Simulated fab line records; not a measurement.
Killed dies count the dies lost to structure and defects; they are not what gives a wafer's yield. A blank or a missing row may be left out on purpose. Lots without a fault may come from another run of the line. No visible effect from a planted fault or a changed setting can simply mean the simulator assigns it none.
8D (eight disciplines) problem report, filled in by code | flow berkeley cmos170 | the parts of the form that need people (team, actions taken, sign-off) are left out

1. PROBLEM STATEMENT
Wafers free of any fault read 0.0322 ohm/sq (standard deviation 0.00035) for M2_AL_RS at UCB170_M2_RS_MEAS_02, against a mean of 0.0354 ohm/sq on 9 wafers of 3 lots. That is +9.0 standard deviations from the usual mean.
The step: measures by four-point-probe.
First observed at day 11 22:53: wafer L180.1, on film metro-02. The record has a number at this step for 45 wafers belonging to 15 lots. The rule behind "out" and "out of limits": a value lying over 4 standard deviations away from the usual mean. The other wafers with a number count as sound.

2. WHAT IT IS, AND WHAT IT ISN'T
question                    | is                           | is not
which readings at this step | M2_AL_RS                     | -
which lots                  | L180, L181, L182             | L164, L165, L166, L168, L169, L170, L171, L173, L174, L175, L176, L179
which wafers of those lots  | all that have a number       | -
read on which gauges        | film metro-02, film metro-03 | film metro-01
when                        | from day 11 22:53            | up to then (36 sound wafers)

3. SUSPECTS, AND WHAT RULES EACH OUT
Counting: any tool at a process step up to the reading is kept as a suspect provided that every lot that is out went through it and no sound lot did after the first of them.
- the gauge at UCB170_M2_RS_MEAS_02: ruled out. 2 gauges (film metro-02, film metro-03) read the wafers that are out.
- pvd sputter-03 at UCB170_M2_SPUTTER_01 (material Al, target thk 900 nm, time 120 s): kept. Every lot that is out went through it, starting with L180 (day 11 22:48), and after that it ran no sound lot; the last sound lot it ran before then is L175 (day 10 22:34).
Remaining after the count: pvd sputter-03 at UCB170_M2_SPUTTER_01.

4. THE CAUSE (what the simulator had put in)
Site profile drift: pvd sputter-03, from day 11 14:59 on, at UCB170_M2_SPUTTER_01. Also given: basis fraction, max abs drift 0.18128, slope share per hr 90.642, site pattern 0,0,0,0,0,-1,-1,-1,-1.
Counting left only this tool.

5. THE EFFECT CHAIN, in route order
Each row: a reading whose mean over the struck wafers that have a number lies more than 3 standard deviations from the usual. Only readings for which the record gives a usual standard deviation are gone through. hours: the time from each lot's start at the first step in this table that gives one to its start at this step, as a median over the lots. sigmas: the change in usual standard deviations.
hours | step                  | reading   | usual         | on struck wafers | change  | sigmas
0     | UCB170_M2_RS_MEAS_02  | M2_AL_RS  | 0.0322 ohm/sq | 0.0354           | +0.0032 | +9.0
0     | UCB170_M2_THK_MEAS_03 | M2_AL_THK | 870 nm        | 808              | -62     | -6.4
At these later measuring or inspecting steps, every struck wafer for which the step has a row has a number for every such reading, and none has moved that far: UCB170_M2_OVL_MEAS_16.

6. HOW IT WOULD HAVE BEEN CAUGHT EARLIER
8 hours passed between the start of the fault at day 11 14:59 and the first reading out of limits at a measuring or inspecting step in this record, taken at day 11 22:53.
Tool readings at UCB170_M2_SPUTTER_01 with a usual standard deviation given in the record: none out on any struck wafer, hence no alarm at a limit of 4 standard deviations on them.
L181, L182, from the lots that are out (3), started UCB170_M2_SPUTTER_01 on pvd sputter-03 later than day 11 22:53. A hold on the tool at that time would have spared those 2.
